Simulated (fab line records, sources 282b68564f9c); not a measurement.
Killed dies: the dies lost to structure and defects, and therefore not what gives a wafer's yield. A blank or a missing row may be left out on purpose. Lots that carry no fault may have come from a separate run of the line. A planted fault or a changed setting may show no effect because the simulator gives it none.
Which tool did it? + flow ritCmos + 42 wafers from 14 lots sampled at 2 of the route's 202 steps

## WHAT THE GAUGES READ, wafer by wafer
RIT_NRETRO_TW_MEAS_10.
| lot  | measured    | on           | NRETRO_TW      |
|------|-------------|--------------|----------------|
| L800 | day 2 06:38 | filmMetro-01 | 1056 1051 1056 |
| L802 | day 2 16:22 | filmMetro-02 | 1045 1048 1044 |
| L803 | day 2 21:31 | filmMetro-04 | 1048 1046 1050 |
| L805 | day 3 06:44 | filmMetro-04 | 1047 1048 1047 |
| L807 | day 3 17:10 | filmMetro-01 | 1045 1040 1042 |
| L808 | day 3 23:14 | filmMetro-01 | 1049 1051 1047 |
| L809 | day 4 05:42 | filmMetro-02 | 1047 1049 1053 |
| L810 | day 4 08:22 | filmMetro-04 | 1056 1055 1051 |
| L811 | day 4 12:56 | filmMetro-04 | 1056 1048 1054 |
| L816 | day 5 16:41 | filmMetro-02 | 1045 1048 1047 |
| L818 | day 6 05:35 | filmMetro-02 | 1045 1045 1051 |
| L820 | day 6 12:04 | filmMetro-01 | 1055 1055 1052 |
| L821 | day 6 22:23 | filmMetro-01 | 1159 1161 1158 |
| L822 | day 7 03:20 | filmMetro-02 | 1165 1163 1159 |

## WHAT TOOL EACH LOT RAN ON (gives the tool, then ch and the chambers of the sampled wafers, and finally the start)
| lot  | RIT_NRETRO_IMPLANT_08          |
|------|--------------------------------|
| L800 | implanter-03 ch 0, day 2 06:19 |
| L802 | implanter-01 ch 0, day 2 16:02 |
| L803 | implanter-01 ch 0, day 2 21:12 |
| L805 | implanter-02 ch 0, day 3 06:25 |
| L807 | implanter-02 ch 0, day 3 16:51 |
| L808 | implanter-02 ch 0, day 3 22:55 |
| L809 | implanter-03 ch 0, day 4 05:23 |
| L810 | implanter-02 ch 0, day 4 08:02 |
| L811 | implanter-01 ch 0, day 4 12:37 |
| L816 | implanter-03 ch 0, day 5 16:22 |
| L818 | implanter-01 ch 0, day 6 05:16 |
| L820 | implanter-02 ch 0, day 6 11:45 |
| L821 | implanter-01 ch 0, day 6 22:03 |
| L822 | implanter-01 ch 0, day 7 03:01 |
- RIT_NRETRO_IMPLANT_08

## WHAT THE TOOLS THEMSELVES READ (means of the sampled wafers that have a number; where no wafer has one, the mark that the record gives instead)
RIT_NRETRO_IMPLANT_08.
| lot  | tool         | doseIonsCm2 | faradayCurrentUA |
|------|--------------|-------------|------------------|
| L800 | implanter-03 | 1.0018e+13  | 31.6             |
| L802 | implanter-01 | 9.9990e+12  | 31.5             |
| L803 | implanter-01 | 1.0009e+13  | 31.5             |
| L805 | implanter-02 | 1.0005e+13  | 31.0             |
| L807 | implanter-02 | 1.0001e+13  | 31.6             |
| L808 | implanter-02 | 1.0002e+13  | 32.2             |
| L809 | implanter-03 | 1.0004e+13  | 31.9             |
| L810 | implanter-02 | 1.0000e+13  | 31.6             |
| L811 | implanter-01 | 9.9900e+12  | 31.2             |
| L816 | implanter-03 | 9.9997e+12  | 31.4             |
| L818 | implanter-01 | 1.0017e+13  | 31.8             |
| L820 | implanter-02 | 1.0000e+13  | 32.0             |
| L821 | implanter-01 | 1.3709e+13  | 42.6             |
| L822 | implanter-01 | 1.3701e+13  | 42.8             |

## THE ANSWER, worked out from the rows above alone
Rule: what is usual is taken from the lots themselves. Put in order of their means at a reading, lots are off if they are a third of the lots or fewer, leave a main group of 4 or more, and stand apart from it by a gap of 3 or more times the standard deviation of the main group's means; of several such gaps the widest counts. If all means in a main group match to the digits the tables above print for the reading, that group is not used. Also off: a lot with no number at a reading for which 4 or more lots have one. Any other lot the step has rows for is counted as sound. The gauges are gone through in route order, then the tools' own readings, and for those a lot's mean is taken as printed above. At the first step where some lot is off, the reading lying furthest off is the one used; lots without a number count as furthest.
Off: at RIT_NRETRO_TW_MEAS_10 (NRETRO_TW), L821, L822. Mean 1049 and standard deviation 3.7 in the main group.
If a tool, at a process step before that reading, ran all the lots that are off and no sound lot after the first of them, it fits. The gauges at RIT_NRETRO_TW_MEAS_10 aren't tried: what is off there is off at RIT_NRETRO_IMPLANT_08 too, on other tools, and a gauge's error can't cause that. One candidate fits, namely implanter-01 at RIT_NRETRO_IMPLANT_08. Its last sound lot is L818 (day 6 05:16), its first lot that is off L821 (day 6 22:03): a fault that began between those two fits.
The tool's own readings at RIT_NRETRO_IMPLANT_08 bear it out: on the lots that are off they differ by more than 5 times the standard deviation of the sound lots' means. doseIonsCm2 reads 1.3705e+13 there against 1.0004e+13 on the sound lots; faradayCurrentUA reads 42.7 there against 31.6 on the sound lots.

## WHAT THE SIMULATOR HAD PUT IN
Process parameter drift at RIT_NRETRO_IMPLANT_08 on implanter-01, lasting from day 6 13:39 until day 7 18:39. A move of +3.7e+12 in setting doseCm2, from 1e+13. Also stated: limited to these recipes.
Lots struck among those shown: L821, L822. The rule above found the same.
